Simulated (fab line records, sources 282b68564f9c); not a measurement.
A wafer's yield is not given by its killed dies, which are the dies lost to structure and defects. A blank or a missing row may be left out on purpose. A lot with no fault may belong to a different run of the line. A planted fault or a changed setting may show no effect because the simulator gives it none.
Which tool is to blame? :: flow ritCmos :: at 1 step of a route of 202, 14 lots with 42 wafers sampled

## WHAT THE GAUGES READ, wafer by wafer
The record holds no reading of a measuring or inspecting step that can be judged against a usual standard deviation.

## WHAT TOOL EACH LOT RAN ON (gives the tool, then ch and the chambers of the sampled wafers, and finally the start)
lot: L432
RIT_PWELL_SOFTBAKE_02: lithoTrack-02 ch 0, day 2 11:00

lot: L434
RIT_PWELL_SOFTBAKE_02: lithoTrack-02 ch 0, day 2 19:31

lot: L435
RIT_PWELL_SOFTBAKE_02: lithoTrack-04 ch 0, day 2 23:11

lot: L436
RIT_PWELL_SOFTBAKE_02: lithoTrack-03 ch 0, day 3 00:50

lot: L437
RIT_PWELL_SOFTBAKE_02: lithoTrack-03 ch 0, day 3 05:05

lot: L438
RIT_PWELL_SOFTBAKE_02: lithoTrack-03 ch 0, day 3 10:28

lot: L440
RIT_PWELL_SOFTBAKE_02: lithoTrack-03 ch 0, day 4 01:50

lot: L442
RIT_PWELL_SOFTBAKE_02: lithoTrack-04 ch 0, day 4 07:10

lot: L444
RIT_PWELL_SOFTBAKE_02: lithoTrack-02 ch 0, day 4 17:47

lot: L446
RIT_PWELL_SOFTBAKE_02: lithoTrack-04 ch 0, day 5 03:40

lot: L447
RIT_PWELL_SOFTBAKE_02: lithoTrack-02 ch 0, day 5 08:02

lot: L448
RIT_PWELL_SOFTBAKE_02: lithoTrack-02 ch 0, day 5 11:31

lot: L452
RIT_PWELL_SOFTBAKE_02: lithoTrack-03 ch 0, day 6 08:55

lot: L454
RIT_PWELL_SOFTBAKE_02: lithoTrack-03 ch 0, day 6 17:53
- RIT_PWELL_SOFTBAKE_02: time 60 s.

## AS READ BY THE TOOLS THEMSELVES (means over the sampled wafers that have a number; for cases with no such wafer, the mark the record gives instead)
RIT_PWELL_SOFTBAKE_02.
lot: L432
tool: lithoTrack-02
exhaustPa (Pa): 45.4
heaterPowerTotalW (W): 34.59
plateTempC (C): 89.91

lot: L434
tool: lithoTrack-02
exhaustPa (Pa): 44.8
heaterPowerTotalW (W): 34.61
plateTempC (C): 90.03

lot: L435
tool: lithoTrack-04
exhaustPa (Pa): 45.9
heaterPowerTotalW (W): 34.53
plateTempC (C): 89.93

lot: L436
tool: lithoTrack-03
exhaustPa (Pa): 45.7
heaterPowerTotalW (W): 34.59
plateTempC (C): 89.95

lot: L437
tool: lithoTrack-03
exhaustPa (Pa): 44.3
heaterPowerTotalW (W): 34.53
plateTempC (C): 90.17

lot: L438
tool: lithoTrack-03
exhaustPa (Pa): 44.4
heaterPowerTotalW (W): 34.58
plateTempC (C): 90.09

lot: L440
tool: lithoTrack-03
exhaustPa (Pa): 45.5
heaterPowerTotalW (W): 34.59
plateTempC (C): 90.03

lot: L442
tool: lithoTrack-04
exhaustPa (Pa): 45.2
heaterPowerTotalW (W): 34.56
plateTempC (C): 90.00

lot: L444
tool: lithoTrack-02
exhaustPa (Pa): 45.2
heaterPowerTotalW (W): 34.54
plateTempC (C): 90.03

lot: L446
tool: lithoTrack-04
exhaustPa (Pa): 43.3
heaterPowerTotalW (W): 34.59
plateTempC (C): 89.99

lot: L447
tool: lithoTrack-02
exhaustPa (Pa): 44.7
heaterPowerTotalW (W): 35.39
plateTempC (C): 91.43

lot: L448
tool: lithoTrack-02
exhaustPa (Pa): 44.4
heaterPowerTotalW (W): 35.39
plateTempC (C): 91.62

lot: L452
tool: lithoTrack-03
exhaustPa (Pa): 44.8
heaterPowerTotalW (W): 34.59
plateTempC (C): 90.06

lot: L454
tool: lithoTrack-03
exhaustPa (Pa): 44.1
heaterPowerTotalW (W): 34.51
plateTempC (C): 90.00

## THE ANSWER, worked out from the rows above alone
Rule: the lots themselves supply what counts as usual. The widest of any qualifying gaps counts: lots, ordered by their means at a reading, are off when they make up no more than a third of the lots, leave a main group of 4 or more, and stand apart from it by 3 or more times the standard deviation of that group's means. The tables above print the reading to a certain number of digits; a main group whose means all agree to those digits is not used. Also off: a lot with no number at a reading for which 4 or more lots have one. Any other lot the step has rows for is counted as sound. The gauges are gone through in route order, then the tools' own readings, and for those a lot's mean is taken as printed above. The first step at which some lot is off is used, and at that step the reading that is off furthest; a lot without a number counts as furthest.
Off, at RIT_PWELL_SOFTBAKE_02 on heaterPowerTotalW: L447, L448. For the main group the mean is 34.57 W and the standard deviation 0.031.
A tool fits if, at that step or a process step before it, it ran every lot that is off, and no sound lot after the first of them. One candidate fits, namely lithoTrack-02 at RIT_PWELL_SOFTBAKE_02. A fault onset in the window from L444 (day 4 17:47, its last sound lot) to L447 (day 5 08:02, its first lot off) fits.
The tool's own readings at RIT_PWELL_SOFTBAKE_02 bear it out: on the lots that are off they differ by more than 5 times the standard deviation of the sound lots' means. heaterPowerTotalW reads 35.39 W there against 34.57 W on the sound lots; plateTempC reads 91.53 C there against 90.02 C on the sound lots.

## WHAT THE SIMULATOR HAD INSERTED
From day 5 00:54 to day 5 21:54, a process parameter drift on lithoTrack-02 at RIT_PWELL_SOFTBAKE_02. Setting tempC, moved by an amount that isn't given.
Shown lots that were struck: L447, L448. This agrees with what the rule above found.
